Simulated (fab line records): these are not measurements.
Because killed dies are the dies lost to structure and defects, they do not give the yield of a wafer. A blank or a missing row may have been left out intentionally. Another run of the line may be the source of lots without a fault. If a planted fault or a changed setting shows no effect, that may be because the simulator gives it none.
fab line records    flow rit_cmos
record: lots: 15  wafers: 45  last_day: 7
route steps=202 shown M1@190
lots with no fault: from the same line, run without faults
start_h: start of the lot's first displayed wafer, in hours after the record's first day    wait_h: hours elapsed since this lot's preceding step    " unchanged from the row above    L1.1+2: several wafers, shown together as one row    - no value present, or no start provided    * or withheld: withheld    < > ~ a bound
route shown NAME@n: names a module that has steps shown in the file, with the first one's number in the route    usual: the fault-free wafers' mean and standard deviation    same: alike in all rows    chamber/n: place in a boat    sites: readings site by site    _std_site: the values' standard deviation    _edge_site: mean of outer sites minus mean of inner sites    radius_mm: how far each site lies from the wafer's centre    mask NAME#n: copy n    behind: the last tool/chamber to shape the wafer    hold: reason for holding the lot/hours on hold/outcome of the hold    device: transistor that didn't switch, given as n, p or np    end of line: tests of these same wafers at the route's end    step lacking rows: just its recipe    killed: the dies lost at the first sort to structure and to defects; this is not the yield of the wafer    map: dies across one wafer; x = killed, . = not, _ = none there
set.NAME: the setting as run; set.NAME@STEP: as run at that earlier step    model.NAME: the simulator's own value behind a step, which no gauge read
route steps across a sampled set of lots; one table per step, one row per wafer
services: a tool's chamber out of use, with start hour (start_h, from the record's first day; less than 0 if before it), hours out, and reason
== steps ==
step: RIT_M1_EXPOSE_06
recipe: mask_id: M12  na: 0.6  source_shape: conventional  sigma_outer: 0.5  target_cd_nm: 2600  dose_mj: 250
usual: exposure_dose_mJ_cm2: 249.88/0.25
lot.wafer  tool              chamber  start_h  wait_h  mask   exposure_dose_mJ_cm2
L631.1     iline_stepper-02  0        64.72    0.1     M12#0  250.04
L631.3     "                 0        "        "       M12#0  250.28
L631.5     "                 0        "        "       M12#0  250.07
L632.1     iline_stepper-01  0        74.66    0.2     M12#0  250.22
L632.4     "                 0        "        "       M12#0  250.08
L632.5     "                 0        "        "       M12#0  250.25
L635.1     iline_stepper-01  0        88.59    0.1     M12#0  249.52
L635.3     "                 0        "        "       M12#0  250.03
L635.4     "                 0        "        "       M12#0  249.74
L637.1     iline_stepper-02  0        101.68   0.2     M12#0  249.76
L637.2     "                 0        "        "       M12#0  249.59
L637.3     "                 0        "        "       M12#0  249.82
L638.2     iline_stepper-01  0        104.24   0.2     M12#0  249.96
L638.4     "                 0        "        "       M12#0  249.73
L638.5     "                 0        "        "       M12#0  249.77
L639.3     iline_stepper-02  0        107.11   0.2     M12#0  250.15
L639.5     "                 0        "        "       M12#0  250.01
L639.6     "                 0        "        "       M12#0  250.10
L640.3     iline_stepper-02  0        111.31   0.1     M12#0  249.44
L640.4     "                 0        "        "       M12#0  249.39
L640.6     "                 0        "        "       M12#0  249.40
L641.3     iline_stepper-01  0        114.74   0.2     M12#0  250.18
L641.5     "                 0        "        "       M12#0  249.71
L641.6     "                 0        "        "       M12#0  250.01
L642.2     iline_stepper-02  0        119.72   0.2     M12#0  249.73
L642.3     "                 0        "        "       M12#0  249.70
L642.5     "                 0        "        "       M12#0  249.94
L643.4     iline_stepper-01  0        123.96   0.2     M12#0  250.00
L643.5     "                 0        "        "       M12#0  250.10
L643.6     "                 0        "        "       M12#0  250.07
L644.1     iline_stepper-01  0        131.69   0.1     M12#0  249.82
L644.2     "                 0        "        "       M12#0  249.59
L644.5     "                 0        "        "       M12#0  249.61
L647.1     iline_stepper-01  0        144.40   0.2     M12#0  233.79
L647.3     "                 0        "        "       M12#0  233.58
L647.6     "                 0        "        "       M12#0  233.05
L649.2     iline_stepper-01  0        151.58   0.2     M12#0  236.12
L649.3     "                 0        "        "       M12#0  236.35
L649.5     "                 0        "        "       M12#0  236.74
L650.2     iline_stepper-01  0        158.60   0.1     M12#0  239.12
L650.3     "                 0        "        "       M12#0  239.47
L650.6     "                 0        "        "       M12#0  239.33
L651.1     iline_stepper-02  0        163.46   0.2     M12#0  249.66
L651.2     "                 0        "        "       M12#0  249.67
L651.4     "                 0        "        "       M12#0  249.80
step: RIT_M1_CD_MEAS_09
recipe: target_cd_nm: 2600
usual: cd_nm: 2600.5/2.1
lot.wafer  tool       chamber  start_h  wait_h  cd_nm
L631.1     cd_sem-01  -        65.15    -       2601.8
L631.3     "          -        "        "       2602.9
L631.5     "          -        "        "       2601.7
L632.1     cd_sem-01  -        75.09    -       2603.0
L632.4     "          -        "        "       2603.2
L632.5     "          -        "        "       2603.1
L635.1     cd_sem-02  -        89.08    -       2595.9
L635.3     "          -        "        "       2596.6
L635.4     "          -        "        "       2596.8
L637.1     cd_sem-02  -        102.11   -       2603.3
L637.2     "          -        "        "       2602.0
L637.3     "          -        "        "       2603.3
L638.2     cd_sem-02  -        104.67   -       2601.5
L638.4     "          -        "        "       2602.4
L638.5     "          -        "        "       2602.7
L639.3     cd_sem-02  -        107.54   -       2599.2
L639.5     "          -        "        "       2600.5
L639.6     "          -        "        "       2596.7
L640.3     cd_sem-02  -        111.74   -       2601.8
L640.4     "          -        "        "       2602.0
L640.6     "          -        "        "       2602.0
L641.3     cd_sem-01  -        115.17   -       2600.7
L641.5     "          -        "        "       2597.3
L641.6     "          -        "        "       2599.1
L642.2     cd_sem-01  -        120.15   -       2599.2
L642.3     "          -        "        "       2598.7
L642.5     "          -        "        "       2600.7
L643.4     cd_sem-01  -        124.39   -       2600.7
L643.5     "          -        "        "       2598.8
L643.6     "          -        "        "       2599.7
L644.1     cd_sem-02  -        132.26   -       2597.3
L644.2     "          -        "        "       2596.6
L644.5     "          -        "        "       2597.0
L647.1     cd_sem-02  -        144.83   -       2619.5
L647.3     "          -        "        "       2622.9
L647.6     "          -        "        "       2619.0
L649.2     cd_sem-02  -        152.11   -       2613.3
L649.3     "          -        "        "       2614.4
L649.5     "          -        "        "       2615.3
L650.2     cd_sem-02  -        159.03   -       2610.6
L650.3     "          -        "        "       2610.9
L650.6     "          -        "        "       2611.0
L651.1     cd_sem-01  -        163.89   -       2596.9
L651.2     "          -        "        "       2598.0
L651.4     "          -        "        "       2598.9
step: RIT_M1_PROBE_99
usual: defect_limited_yield: 97.4/1.2  killed_at_contacts: 0.1/0.36  killed_at_front_end: 7/3.1  killed_dies: 7/3.1  killed_open: 3.6/2.1  killed_short: 3.2/1.9  sort_bin_3_pad_short: 0.1/0.23  sort_bin_5_function: 1.4/0.77  sort_bin_6_memory: 1.0/0.68  sort_n_pass: 257/3.1  sort_yield_pct: 97.4/1.2
same: gross_dies: 264  killed_at_M0_to_M3: 0  killed_at_M4_up: 0  killed_at_back_side: 0  killed_at_other: 0
lot.wafer  tool       chamber  start_h  wait_h  defect_limited_yield[%]  killed_at_contacts  killed_at_front_end  killed_dies  killed_open  killed_short  sort_bin_3_pad_short[%]  sort_bin_5_function[%]  sort_bin_6_memory[%]  sort_n_pass  sort_yield_pct[%]
L631.1     prober-02  -        68.15    0.1     94.7                     0                   14                   14           6            8             0                        2.7                     2.7                   250          94.7
L631.3     prober-02  -        68.25    0.2     95.8                     0                   11                   11           5            6             0.8                      1.9                     1.5                   253          95.8
L631.5     prober-02  -        68.35    0.2     95.1                     0                   13                   13           6            7             0.4                      2.7                     1.9                   251          95.1
L632.1     prober-01  -        77.75    0.1     99.6                     0                   1                    1            1            0             0                        0.4                     0                     263          99.6
L632.4     prober-01  -        77.90    0.2     97.7                     0                   6                    6            2            4             0.4                      0.8                     1.1                   258          97.7
L632.5     prober-01  -        77.95    0.2     97.0                     0                   8                    8            4            4             0.8                      1.5                     0.8                   256          97.0
L635.1     prober-02  -        91.74    0.1     97.7                     0                   6                    6            3            3             0                        1.1                     1.1                   258          97.7
L635.3     prober-02  -        91.84    0.2     98.1                     0                   5                    5            3            2             0.4                      1.5                     0                     259          98.1
L635.4     prober-02  -        91.89    0.2     96.6                     0                   9                    9            6            3             0                        1.9                     1.5                   255          96.6
L637.1     prober-02  -        104.77   0.1     94.3                     0                   15                   15           8            7             0.8                      2.7                     2.3                   249          94.3
L637.2     prober-02  -        104.82   0.1     98.1                     1                   4                    5            3            2             0                        1.1                     0.8                   259          98.1
L637.3     prober-02  -        104.87   0.2     97.0                     2                   6                    8            4            4             0                        2.7                     0.4                   256          97.0
L638.2     prober-01  -        107.49   0.1     98.1                     0                   5                    5            3            2             0                        1.5                     0.4                   259          98.1
L638.4     prober-01  -        107.59   0.2     97.0                     0                   8                    8            4            4             0                        1.5                     1.5                   256          97.0
L638.5     prober-01  -        107.64   0.2     97.0                     1                   7                    8            3            5             0.4                      1.1                     1.5                   256          97.0
L639.3     prober-02  -        110.26   0.2     96.6                     0                   9                    9            5            4             0                        2.3                     1.1                   255          96.6
L639.5     prober-02  -        110.36   0.2     95.1                     0                   13                   13           7            6             0                        2.3                     2.7                   251          95.1
L639.6     prober-02  -        110.41   0.2     98.9                     0                   3                    3            1            2             0                        0.4                     0.8                   261          98.9
L640.3     prober-01  -        114.46   0.2     97.0                     0                   8                    8            6            2             0                        1.9                     1.1                   256          97.0
L640.4     prober-01  -        114.51   0.2     98.1                     0                   5                    5            3            2             0                        1.5                     0.4                   259          98.1
L640.6     prober-01  -        114.61   0.2     98.9                     0                   3                    3            2            1             0                        0.4                     0.8                   261          98.9
L641.3     prober-02  -        117.98   0.2     97.3                     0                   7                    7            4            3             0                        1.5                     1.1                   257          97.3
L641.5     prober-02  -        118.08   0.2     98.9                     0                   3                    3            3            0             0                        0.8                     0.4                   261          98.9
L641.6     prober-02  -        118.13   0.2     96.2                     0                   10                   10           5            5             0                        1.5                     2.3                   254          96.2
L642.2     prober-01  -        122.85   0.1     96.6                     0                   9                    9            2            7             0                        1.9                     1.5                   255          96.6
L642.3     prober-01  -        122.90   0.2     95.1                     0                   13                   13           9            3             0                        1.5                     3.4                   251          95.1
L642.5     prober-01  -        123.00   0.2     98.1                     0                   5                    5            2            2             0                        0.8                     1.1                   259          98.1
L643.4     prober-02  -        127.16   0.2     95.8                     0                   11                   11           6            5             0.8                      1.9                     1.5                   253          95.8
L643.5     prober-02  -        127.21   0.2     97.0                     0                   8                    8            4            4             0                        2.7                     0.4                   256          97.0
L643.6     prober-02  -        127.26   0.2     97.7                     0                   6                    6            2            4             0.4                      1.1                     0.8                   258          97.7
L644.1     prober-01  -        134.92   0.1     98.9                     0                   3                    3            0            3             0                        0.8                     0.4                   261          98.9
L644.2     prober-01  -        134.97   0.1     95.8                     0                   11                   11           3            8             0.4                      1.5                     2.3                   253          95.8
L644.5     prober-01  -        135.12   0.2     96.2                     0                   10                   10           6            4             0                        2.7                     1.1                   254          96.2
L647.1     prober-02  -        147.55   0.1     95.5                     0                   12                   12           6            6             0                        3.4                     1.1                   252          95.5
L647.3     prober-02  -        147.65   0.2     95.8                     0                   11                   11           7            4             0                        3.4                     0.8                   253          95.8
L647.6     prober-02  -        147.80   0.2     97.7                     0                   6                    6            4            2             0                        1.1                     1.1                   258          97.7
L649.2     prober-02  -        154.80   0.1     98.9                     0                   3                    3            2            1             0                        0.8                     0.4                   261          98.9
L649.3     prober-02  -        154.85   0.2     98.5                     0                   4                    4            2            2             0.4                      0.4                     0.8                   260          98.5
L649.5     prober-02  -        154.95   0.2     97.0                     0                   8                    8            5            3             0                        2.3                     0.8                   256          97.0
L650.2     prober-01  -        161.76   0.1     96.2                     0                   10                   10           5            5             0                        3.4                     0.4                   254          96.2
L650.3     prober-01  -        161.81   0.2     97.3                     0                   7                    7            2            5             1.1                      0.8                     0.8                   257          97.3
L650.6     prober-01  -        161.96   0.2     97.7                     0                   6                    6            4            2             0.4                      1.1                     0.8                   258          97.7
L651.1     prober-02  -        166.54   0.1     98.1                     0                   5                    5            4            1             0                        1.1                     0.8                   259          98.1
L651.2     prober-02  -        166.59   0.1     99.2                     0                   2                    2            0            2             0.4                      0                       0.4                   262          99.2
L651.4     prober-02  -        166.69   0.2     97.7                     0                   6                    6            3            3             0                        1.5                     0.8                   258          97.7
killed by level:class
L631.1 SPACER:geometric_particle:short=3 SILICIDE:geometric_particle:short=3 GATE:geometric_particle:short=2 REOX:geometric_particle:open=2 FOX1:geometric_particle:open=1 GATE:geometric_particle:open=1 SPACER:geometric_particle:open=1 SILICIDE:geometric_particle:open=1
L631.3 GATE:geometric_particle:short=3 GATE:geometric_particle:open=2 SILICIDE:geometric_particle:short=2 ACTIVE:geometric_particle:open=1 REOX:geometric_particle:open=1 SPACER:geometric_particle:short=1 SILICIDE:geometric_particle:open=1
L631.5 GATE:geometric_particle:short=4 GATE:geometric_particle:open=2 SILICIDE:geometric_particle:open=2 SILICIDE:geometric_particle:short=2 REOX:geometric_particle:open=1 SPACER:geometric_particle:open=1 SPACER:geometric_particle:short=1
L632.1 REOX:geometric_particle:open=1
L632.4 FOX1:geometric_particle:short=1 GATE:geometric_particle:short=1 GATE:geometric_particle:open=1 SPACER:geometric_particle:open=1 SPACER:geometric_particle:short=1 SILICIDE:geometric_particle:short=1
L632.5 REOX:geometric_particle:short=2 FOX2:geometric_particle:open=1 GATE:geometric_particle:open=1 REOX:geometric_particle:open=1 SPACER:geometric_particle:open=1 SPACER:geometric_particle:short=1 SILICIDE:geometric_particle:short=1
L635.1 GATE:geometric_particle:open=2 FOX1:geometric_particle:short=1 FOX2:geometric_particle:short=1 SPACER:geometric_particle:short=1 SILICIDE:geometric_particle:open=1
L635.3 FOX2:geometric_particle:open=2 GATE:geometric_particle:open=1 GATE:geometric_particle:short=1 REOX:geometric_particle:short=1
L635.4 GATE:geometric_particle:open=2 GATE:geometric_particle:short=2 FOX1:geometric_particle:open=1 FOX2:geometric_particle:open=1 REOX:geometric_particle:open=1 SPACER:geometric_particle:open=1 SILICIDE:geometric_particle:short=1
L637.1 GATE:geometric_particle:short=4 GATE:geometric_particle:open=3 SPACER:geometric_particle:open=2 FOX1:geometric_particle:short=1 FOX2:geometric_particle:open=1 REOX:geometric_particle:open=1 SPACER:geometric_particle:short=1 SILICIDE:geometric_particle:open=1
L637.2 FOX1:geometric_particle:open=1 REOX:geometric_particle:short=1 SPACER:geometric_particle:open=1 SPACER:geometric_particle:short=1 CONTACT:geometric_particle:open=1
L637.3 GATE:geometric_particle:short=2 REOX:geometric_particle:open=2 FOX1:geometric_particle:open=1 SPACER:geometric_particle:short=1 CONTACT:geometric_particle:open=1 CONTACT:geometric_particle:short=1
L638.2 GATE:geometric_particle:open=3 GATE:geometric_particle:short=2
L638.4 GATE:geometric_particle:open=3 GATE:geometric_particle:short=3 REOX:geometric_particle:open=1 SPACER:geometric_particle:short=1
L638.5 GATE:geometric_particle:open=3 SILICIDE:geometric_particle:short=2 FOX2:geometric_particle:short=1 GATE:geometric_particle:short=1 CONTACT:geometric_particle:short=1
L639.3 FOX1:geometric_particle:open=3 FOX1:geometric_particle:short=2 FOX2:geometric_particle:open=2 FOX2:geometric_particle:short=2
L639.5 GATE:geometric_particle:open=3 GATE:geometric_particle:short=2 SPACER:geometric_particle:short=2 FOX1:geometric_particle:open=1 FOX2:geometric_particle:short=1 REOX:geometric_particle:open=1 SPACER:geometric_particle:open=1 SILICIDE:geometric_particle:open=1
L639.6 FOX1:geometric_particle:open=1 FOX2:geometric_particle:short=1 SILICIDE:geometric_particle:short=1
L640.3 GATE:geometric_particle:open=4 GATE:geometric_particle:short=2 REOX:geometric_particle:open=1 SILICIDE:geometric_particle:open=1
L640.4 GATE:geometric_particle:open=2 GATE:geometric_particle:short=1 REOX:geometric_particle:short=1 REOX:geometric_particle:open=1
L640.6 GATE:geometric_particle:open=2 FOX1:geometric_particle:short=1
L641.3 FOX1:geometric_particle:short=1 GATE:geometric_particle:short=1 GATE:geometric_particle:open=1 REOX:geometric_particle:open=1 SPACER:geometric_particle:open=1 SPACER:geometric_particle:short=1 SILICIDE:geometric_particle:open=1
L641.5 SPACER:geometric_particle:open=2 SILICIDE:geometric_particle:open=1
L641.6 SPACER:geometric_particle:short=3 SPACER:geometric_particle:open=3 FOX1:geometric_particle:short=1 FOX1:geometric_particle:open=1 FOX2:geometric_particle:short=1 GATE:geometric_particle:open=1
L642.2 REOX:geometric_particle:short=2 SPACER:geometric_particle:short=2 FOX2:geometric_particle:short=1 GATE:geometric_particle:short=1 SPACER:geometric_particle:open=1 SILICIDE:geometric_particle:short=1 SILICIDE:geometric_particle:open=1
L642.3 SILICIDE:geometric_particle:open=4 REOX:geometric_particle:open=3 SPACER:geometric_particle:open=2 FOX1:geometric_particle:short=1 SPACER:geometric_particle:short=1 SILICIDE:geometric_particle:short=1 NWELL:coat_microbubble_printed=1
L642.5 SILICIDE:geometric_particle:short=2 GATE:geometric_particle:open=1 REOX:geometric_particle:open=1 NWELL:coat_microbubble_printed=1
L643.4 GATE:geometric_particle:open=2 GATE:geometric_particle:short=2 SILICIDE:geometric_particle:short=2 FOX1:geometric_particle:open=1 FOX2:geometric_particle:open=1 REOX:geometric_particle:open=1 SPACER:geometric_particle:short=1 SPACER:geometric_particle:open=1
L643.5 SPACER:geometric_particle:short=3 GATE:geometric_particle:open=2 FOX1:geometric_particle:open=1 FOX1:geometric_particle:short=1 SPACER:geometric_particle:open=1
L643.6 GATE:geometric_particle:short=2 FOX1:geometric_particle:short=1 GATE:geometric_particle:open=1 REOX:geometric_particle:short=1 SPACER:geometric_particle:open=1
L644.1 SPACER:geometric_particle:short=2 SILICIDE:geometric_particle:short=1
L644.2 GATE:geometric_particle:short=4 GATE:geometric_particle:open=3 FOX1:geometric_particle:short=2 FOX2:geometric_particle:short=1 SILICIDE:geometric_particle:short=1
L644.5 GATE:geometric_particle:open=3 FOX1:geometric_particle:open=1 FOX2:geometric_particle:short=1 FOX2:geometric_particle:open=1 GATE:geometric_particle:short=1 REOX:geometric_particle:open=1 SPACER:geometric_particle:short=1 SILICIDE:geometric_particle:short=1
L647.1 REOX:geometric_particle:short=3 FOX1:geometric_particle:open=2 FOX1:geometric_particle:short=1 FOX2:geometric_particle:open=1 GATE:geometric_particle:open=1 GATE:geometric_particle:short=1 REOX:geometric_particle:open=1 SPACER:geometric_particle:open=1
L647.3 SPACER:geometric_particle:short=3 SPACER:geometric_particle:open=3 FOX2:geometric_particle:open=2 GATE:geometric_particle:open=2 SILICIDE:geometric_particle:short=1
L647.6 REOX:geometric_particle:open=2 FOX1:geometric_particle:open=1 GATE:geometric_particle:short=1 SPACER:geometric_particle:short=1 SILICIDE:geometric_particle:open=1
L649.2 REOX:geometric_particle:open=2 GATE:geometric_particle:short=1
L649.3 FOX2:geometric_particle:short=1 GATE:geometric_particle:short=1 SPACER:geometric_particle:open=1 SILICIDE:geometric_particle:open=1
L649.5 REOX:geometric_particle:open=2 SPACER:geometric_particle:open=2 FOX1:geometric_particle:short=1 FOX2:geometric_particle:open=1 FOX2:geometric_particle:short=1 GATE:geometric_particle:short=1
L650.2 SILICIDE:geometric_particle:short=3 SPACER:geometric_particle:open=2 FOX1:geometric_particle:open=1 GATE:geometric_particle:open=1 GATE:geometric_particle:short=1 SPACER:geometric_particle:short=1 SILICIDE:geometric_particle:open=1
L650.3 GATE:geometric_particle:short=2 SILICIDE:geometric_particle:short=2 GATE:geometric_particle:open=1 SPACER:geometric_particle:short=1 SILICIDE:geometric_particle:open=1
L650.6 REOX:geometric_particle:open=2 FOX2:geometric_particle:open=1 GATE:geometric_particle:open=1 REOX:geometric_particle:short=1 SPACER:geometric_particle:short=1
L651.1 FOX1:geometric_particle:open=2 GATE:geometric_particle:open=1 GATE:geometric_particle:short=1 SILICIDE:geometric_particle:open=1
L651.2 GATE:geometric_particle:short=2
L651.4 GATE:geometric_particle:open=2 FOX1:geometric_particle:open=1 GATE:geometric_particle:short=1 REOX:geometric_particle:short=1 SPACER:geometric_particle:short=1
== services ==
tool              chamber  start_h  hours  kind
iline_stepper-02  0        44.72    -      calibration
iline_stepper-01  0        134.98   -      calibration
== key ==
first_sign: step: RIT_M1_EXPOSE_06  reading: exposure_dose_mJ_cm2  direction: down  sigmas: 54  usual: 249.88  struck: 236.39
effect: step: RIT_M1_CD_MEAS_09  reading: cd_nm  direction: up  sigmas: 7.1  usual: 2600.5  struck: 2615.2  through: control_loop
met_at RIT_M1_EXPOSE_06
struck_lots L647,L649,L650
loop_trim: step: RIT_M1_EXPOSE_06  setting: dose  lots: L649,L650
onset_between 131.69 144.40
fault: kind: process_parameter_drift  tool: iline_stepper-01  chamber: -  onset_h: 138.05  steps: RIT_M1_EXPOSE_06  channel: dose_mj  offset: -16.662  shape: step  acts_in: these_recipes_only  stated: 250
loop_trim: a control loop set the setting to another value than it would have without faults
